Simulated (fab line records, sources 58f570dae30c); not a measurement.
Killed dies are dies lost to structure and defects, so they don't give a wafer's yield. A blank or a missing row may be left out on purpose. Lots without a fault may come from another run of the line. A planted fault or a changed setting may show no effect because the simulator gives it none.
Chamber matching | flow berkeley_cmos170 | UCB170_M3_ETCH_17 on rie_diel-03: 4 sister chambers
The step etches BARC in N2/H2. 7 wafers are shown with their chamber, then 7 later ones without.

WAFERS WITH THEIR CHAMBER
wafer  | chamber | throttle_valve_pct (%) | drypump_motor_current_A (A)
L402.3 | 3       | 13.53                  | 5.2
L403.2 | 1       | 13.20                  | 5.8
L403.6 | 2       | 13.12                  | 6.4
L408.5 | 1       | 13.18                  | 5.7
L408.6 | 0       | 13.39                  | 5.7
L407.2 | 0       | 13.39                  | 5.7
L407.3 | 3       | 13.53                  | 5.3

WAFERS WITHOUT THEIR CHAMBER
wafer  | throttle_valve_pct (%) | drypump_motor_current_A (A)
L407.6 | 13.55                  | 5.2
L414.2 | 13.53                  | 5.2
L414.4 | 13.40                  | 5.7
L414.6 | 13.18                  | 5.8
L415.3 | 13.38                  | 5.7
L415.5 | 13.39                  | 5.7
L415.6 | 13.19                  | 5.8

WHICH CHAMBER EACH WENT THROUGH
wafer  | from the rows above | in truth
L407.6 | 3                   | 3
L414.2 | 3                   | 3
L414.4 | 0                   | 0
L414.6 | 1                   | 1
L415.3 | 0                   | 0
L415.5 | 0                   | 0
L415.6 | 1                   | 1
Placed correctly: 7 of 7. Can't be placed from these rows: 0. Placed wrongly: 0.
How it was worked out, from the rows above alone: a wafer's distance from a chamber is the root of the sum, over the readings, of the square of ((its reading less the chamber's mean) divided by the reading's scatter). The wafer belongs to the nearest chamber; if the next one is less than 2 further off, it can't be placed. A chamber's mean is the mean of its shown wafers. The scatter: the root of (the sum of the squares of (reading less its chamber's mean) over the shown wafers, divided by (wafers less chambers)).
